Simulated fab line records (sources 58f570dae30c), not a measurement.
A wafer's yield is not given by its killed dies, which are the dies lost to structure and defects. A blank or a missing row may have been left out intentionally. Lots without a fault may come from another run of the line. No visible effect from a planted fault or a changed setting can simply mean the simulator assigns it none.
Split-lot study    flow berkeley cmos170    on a route of 331 steps: 5 lots, 27 wafers read

== ON THE SPLIT ==
At UCB170_V1_CVD_00 (deposits SiO2 from TEOS/O2, target thk 2000 nm, time 250 s), the setting time s was moved away from the recipe's 250 s on 9 of the 27 wafers read, by -53.2% to +52.9%. For the rest of the wafers, this setting stayed at what the recipe calls for.

Between the split and the reading, the file records no step.

== THE READING ==
V1_TEOS_THK, in nm, at UCB170_V1_THK_MEAS_01. On this fab line, fault-free wafers typically give 2002 nm with a standard deviation of 24 nm.

wafer   tool, chamber at the split  time s as run, s  against the recipe  V1_TEOS_THK, nm  against lot-mates on the recipe
L074.1  pecvd-02, 2                 250               recipe              1970             -
L074.2  pecvd-02, 0                 250               recipe              2018             -
L074.3  pecvd-02, 1                 250               recipe              1970             -
L074.4  pecvd-02, 1                 198.8             -20.5%              1582             -404
L074.5  pecvd-02, 2                 198.8             -20.5%              1608             -378
L074.6  pecvd-02, 0                 198.8             -20.5%              1628             -358
L077.1  pecvd-02, 2                 250               recipe              1992             -
L077.2  pecvd-02, 0                 250               recipe              2035             -
L077.3  pecvd-02, 1                 250               recipe              2001             -
L077.4  pecvd-02, 0                 250               recipe              2025             -
L077.5  pecvd-02, 2                 250               recipe              2029             -
L077.6  pecvd-02, 1                 250               recipe              2025             -
L079.1  pecvd-02, 0                 250               recipe              2010             -
L079.2  pecvd-02, 1                 250               recipe              1993             -
L079.4  pecvd-02, 1                 250               recipe              2005             -
L080.1  pecvd-01, 0                 250               recipe              1965             -
L080.2  pecvd-01, 1                 382.2             +52.9%              2984             +1004
L080.3  pecvd-01, 2                 382.2             +52.9%              2991             +1011
L080.4  pecvd-01, 2                 250               recipe              1989             -
L080.5  pecvd-01, 0                 382.2             +52.9%              3058             +1078
L080.6  pecvd-01, 1                 250               recipe              1986             -
L083.1  pecvd-04, 1                 250               recipe              2000             -
L083.2  pecvd-04, 2                 250               recipe              1996             -
L083.3  pecvd-04, 0                 116.9             -53.2%              933              -1070
L083.4  pecvd-04, 0                 116.9             -53.2%              943              -1060
L083.5  pecvd-04, 1                 116.9             -53.2%              963              -1040
L083.6  pecvd-04, 2                 250               recipe              2012             -

THE FIT
A straight line over all 27 wafers: V1_TEOS_THK changes by +19.4 nm for each +1% of time s; r = +1.00; the points scatter about the line by 24 nm.
The same after taking each lot's own level away (the mean of its wafers on the recipe; 27 wafers): +19.6 nm for each +1%; r = +1.00; scatter 20 nm.
According to that fit, moving time s by its largest amount changes the reading by 1e+03 nm.
Measured against the standard deviation above, the lots' own levels, which go from 1980.0 to 2017.8 nm, span 1.6 times it.
The two slopes agree, so the slope changes little with the lot-to-lot level.
Check: -1.04e+03 nm against its lot-mates is what the line predicts for one of the wafers moved furthest among these (-53.2%) when that wafer is left out of the fit. It came out at -1.07e+03 nm against them.

== FURTHER SPLITS ON THESE WAFERS ==
Other splits were also applied to these wafers ahead of the reading. Each is held against what the fit with the lots' levels taken away leaves over:
other split on the same wafers            wafers away from the commonest value  r with V1_TEOS_THK (lot level and that fit taken away)
UCB170_ZERO_ETCH_06 target depth a        9                                     +0.06
UCB170_NWELL_ETCH_13 target depth a       6                                     +0.02
UCB170_SPACER_ETCHBACK_03 target depth a  9                                     -0.16
UCB170_SILICIDE_SPUTTER_01 time s         6                                     -0.23

== THE WHOLE CHAIN: every reading that the file lists as answering this split, in the file's order ==
step                   what it does                                                reading                                                                    change (the file's fit)               r (the file's)
UCB170_V1_CVD_00       deposits SiO2 from TEOS/O2, target thk 2000 nm, time 250 s  SiO2_of_V1_CVD_00.thk nm (the simulator's own value, which no gauge read)  +19.6 nm for each +1% of the setting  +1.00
UCB170_V1_THK_MEAS_01                                                              V1_TEOS_THK                                                                +19.6 for each +1% of the setting     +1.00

== FILE'S OWN FIT ==
V1_TEOS_THK changes by +19.6 nm for each +1% of time s, r = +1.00.
